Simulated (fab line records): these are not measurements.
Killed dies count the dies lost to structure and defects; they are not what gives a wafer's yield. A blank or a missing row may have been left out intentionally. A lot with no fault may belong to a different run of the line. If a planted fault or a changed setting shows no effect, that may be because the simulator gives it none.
A single fault, viewed from 2 desks + flow berkeley cmos170 + what lay behind the numbers comes last; until then each desk has only its own

AT THE TOOL OWNER'S DESK: litho track-03
The tool's own readings at UCB170_NWELL_COAT_07 (resist thk 900 nm): means of the sampled wafers that have a number, for each lot that ran on this tool. The brackets show how far a lot's mean lies from the usual mean; more than 4 standard deviations puts the lot out of limits, marked OUT.
Columns: A = dispense pressure kPa at UCB170_NWELL_COAT_07, usual 49.60 kPa; B = spin speed rpm at UCB170_NWELL_COAT_07, usual 1500.1 rpm
| lot  | first seen here | A     | B                |
|------|-----------------|-------|------------------|
| L565 | day 2 03:17     | 49.91 | 1500.4           |
| L568 | day 2 19:41     | 49.91 | 1499.5           |
| L569 | day 3 06:00     | 49.95 | 1500.5           |
| L571 | day 3 14:14     | 49.93 | 1500.2           |
| L572 | day 3 22:10     | 49.96 | 1500.0           |
| L573 | day 4 05:44     | 49.94 | 1500.1           |
| L579 | day 5 03:34     | 49.92 | 1500.7           |
| L582 | day 6 02:20     | 49.90 | 1398.0 (-93) OUT |
| L587 | day 6 19:16     | 49.93 | 1398.4 (-92) OUT |
This desk finds L582, L587 out of limits, L582 being first, at day 6 02:20 (spin speed rpm at UCB170_NWELL_COAT_07). L565, L568, L569, L571, L572, L573, L579: within limits.

AT THE METROLOGY DESK
What the gauges read for every lot (on any tool): the sampled wafers with a number, averaged. The brackets show how far a lot's mean lies from the usual mean; more than 4 standard deviations puts the lot out of limits, marked OUT.
Columns: A = PLDD_TW at UCB170_PLDD_TW_MEAS_11, usual 1006
| lot  | first seen here | A    |
|------|-----------------|------|
| L565 | day 6 02:46     | 1018 |
| L566 | day 6 03:03     | 1006 |
| L568 | day 6 23:35     | 993  |
| L569 | day 7 07:34     | 1009 |
| L571 | day 7 17:58     | 996  |
| L573 | day 8 01:50     | 1009 |
| L572 | day 8 06:47     | 1010 |
| L574 | day 8 07:30     | 1010 |
| L576 | day 8 15:25     | 1009 |
| L575 | day 8 15:42     | 1010 |
| L577 | day 8 22:54     | 1009 |
| L579 | day 9 14:32     | 1008 |
| L582 | day 9 22:33     | 1011 |
| L587 | day 10 14:33    | 994  |
This desk's finding: nothing out of limits on any of the 14 lots.

TAKEN TOGETHER
The tool owner's desk could have raised an alarm at day 6 02:20, on L582, L587.
Nothing out of limits was seen by the metrology desk.
The metrology desk has L582, L587 on record, within its limits.
UCB170_NWELL_COAT_07 was run on litho track-03 by each of the lots named.

WHAT HAD BEEN PUT IN BY THE SIMULATOR
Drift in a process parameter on litho track-03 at UCB170_NWELL_COAT_07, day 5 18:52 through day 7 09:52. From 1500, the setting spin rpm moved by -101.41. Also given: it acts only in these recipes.
Lots struck among those shown: L582, L587.
Delay in hours, fault start to first out-of-limits reading, by desk: the tool owner's desk at 7.
